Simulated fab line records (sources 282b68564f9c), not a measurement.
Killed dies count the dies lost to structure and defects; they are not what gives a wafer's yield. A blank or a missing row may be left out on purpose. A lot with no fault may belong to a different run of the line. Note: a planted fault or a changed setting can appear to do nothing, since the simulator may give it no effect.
Split-lot experiment + flow rit-cmos + 5 lots, 27 wafers read, on a route of 202 steps

## ABOUT THE SPLIT
At RIT_ACTIVE_DEVELOP_10 (develop time 50 s), the setting develop-time-s was moved away from the recipe's 50 s on 12 of the 27 wafers read, by -55.7% to +51.5%. The other wafers ran this setting at the recipe's value.

## FROM THE SPLIT TO THE READING: what the file shows between them, 4 steps
- RIT_ACTIVE_CD_MEAS_11: target cd 1400 nm
- RIT_ACTIVE_HARDBAKE_12: time 60 s
- RIT_ACTIVE_ETCH_13: etches Si3N4 in SF6, stops on SiO2, time 210 s, target depth 210 nm
- RIT_ACTIVE_STRIP_14: strips in O2, time 180 s

## THE READING
cd-nm, in nm, at RIT_ACTIVE_CD_MEAS_90 (target cd 1400 nm). On this fab line, fault-free wafers typically give 1401.9 nm with a standard deviation of 2.2 nm.

| wafer  | tool, chamber at the split | develop-time-s as run, s | against the recipe | cd-nm, nm | against lot-mates on the recipe |
|--------|----------------------------|--------------------------|--------------------|-----------|---------------------------------|
| L076.2 | litho-track-01, 0          | 50                       | recipe             | 1403.0    | -                               |
| L076.5 | litho-track-01, 0          | 50                       | recipe             | 1402.2    | -                               |
| L076.6 | litho-track-01, 0          | 50                       | recipe             | 1401.8    | -                               |
| L078.1 | litho-track-01, 0          | 50                       | recipe             | 1401.6    | -                               |
| L078.2 | litho-track-01, 0          | 24.99                    | -50.0%             | 1478.3    | +78.2                           |
| L078.3 | litho-track-01, 0          | 50                       | recipe             | 1399.0    | -                               |
| L078.4 | litho-track-01, 0          | 24.99                    | -50.0%             | 1478.6    | +78.5                           |
| L078.5 | litho-track-01, 0          | 24.99                    | -50.0%             | 1478.1    | +78.0                           |
| L078.6 | litho-track-01, 0          | 50                       | recipe             | 1399.6    | -                               |
| L079.1 | litho-track-01, 0          | 75.75                    | +51.5%             | 1362.3    | -40.2                           |
| L079.2 | litho-track-01, 0          | 50                       | recipe             | 1404.0    | -                               |
| L079.3 | litho-track-01, 0          | 50                       | recipe             | 1401.5    | -                               |
| L079.4 | litho-track-01, 0          | 75.75                    | +51.5%             | 1362.2    | -40.3                           |
| L079.5 | litho-track-01, 0          | 50                       | recipe             | 1401.9    | -                               |
| L079.6 | litho-track-01, 0          | 75.75                    | +51.5%             | 1363.4    | -39.1                           |
| L082.1 | litho-track-02, 0          | 37.67                    | -24.7%             | 1430.2    | +27.2                           |
| L082.2 | litho-track-02, 0          | 37.67                    | -24.7%             | 1430.5    | +27.5                           |
| L082.3 | litho-track-02, 0          | 37.67                    | -24.7%             | 1431.8    | +28.8                           |
| L082.4 | litho-track-02, 0          | 50                       | recipe             | 1402.0    | -                               |
| L082.5 | litho-track-02, 0          | 50                       | recipe             | 1403.6    | -                               |
| L082.6 | litho-track-02, 0          | 50                       | recipe             | 1403.3    | -                               |
| L084.1 | litho-track-02, 0          | 22.13                    | -55.7%             | 1493.7    | +92.6                           |
| L084.2 | litho-track-02, 0          | 22.13                    | -55.7%             | 1495.9    | +94.8                           |
| L084.3 | litho-track-02, 0          | 50                       | recipe             | 1401.5    | -                               |
| L084.4 | litho-track-02, 0          | 50                       | recipe             | 1401.7    | -                               |
| L084.5 | litho-track-02, 0          | 50                       | recipe             | 1400.0    | -                               |
| L084.6 | litho-track-02, 0          | 22.13                    | -55.7%             | 1495.9    | +94.8                           |

THE FIT
A straight line over all 27 wafers: cd-nm changes by -1.27 nm for each +1% of develop-time-s; r = -0.96; the points scatter about the line by 11 nm.
The same after taking each lot's own level away (the mean of its wafers on the recipe; 27 wafers): -1.28 nm for each +1%; r = -0.96; scatter 11 nm.
According to that fit, moving develop-time-s by its largest amount changes the reading by 72 nm.
Across the lots, their own levels run from 1400.07 to 1402.97 nm, a range of 1.3 times the standard deviation given above.
So the lot-to-lot level changes the slope little: the two slopes agree.
Check: +76 nm against its lot-mates is what the line predicts for one of the wafers moved furthest among these (-55.7%) when that wafer is left out of the fit. It came out at +92.6 nm against them.

## THE WHOLE CHAIN: every reading that the file lists as answering this split, in the file's order
| step                  | what it does                                                        | reading                                                                   | change (the file's fit)              | r (the file's) |
|-----------------------|---------------------------------------------------------------------|---------------------------------------------------------------------------|--------------------------------------|----------------|
| RIT_ACTIVE_CD_MEAS_11 | target cd 1400 nm                                                   | cd-nm                                                                     | -1.34 nm for each +1% of the setting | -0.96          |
| RIT_ACTIVE_ETCH_13    | etches Si3N4 in SF6, stops on SiO2, time 210 s, target depth 210 nm | ACTIVE.cd-nm (the simulator's own value, which no gauge read)             | -1.38 nm for each +1% of the setting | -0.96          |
| RIT_ACTIVE_CD_MEAS_90 | target cd 1400 nm                                                   | cd-nm                                                                     | -1.34 nm for each +1% of the setting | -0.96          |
| RIT_M1_PROBE_99       |                                                                     | etest.nplus-sal.width-nm (the simulator's own value, which no gauge read) | -1.46 nm for each +1% of the setting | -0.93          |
| RIT_M1_PROBE_99       |                                                                     | etest.pplus-sal.width-nm (the simulator's own value, which no gauge read) | -1.53 nm for each +1% of the setting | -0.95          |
| RIT_M1_PROBE_99       |                                                                     | etest.nldd.width-nm (the simulator's own value, which no gauge read)      | -1.21 nm for each +1% of the setting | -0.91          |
| RIT_M1_PROBE_99       |                                                                     | etest.pldd.width-nm (the simulator's own value, which no gauge read)      | -1.13 nm for each +1% of the setting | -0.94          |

## THE FILE'S OWN FIT
cd-nm changes by -1.34 nm for each +1% of develop-time-s, r = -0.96.
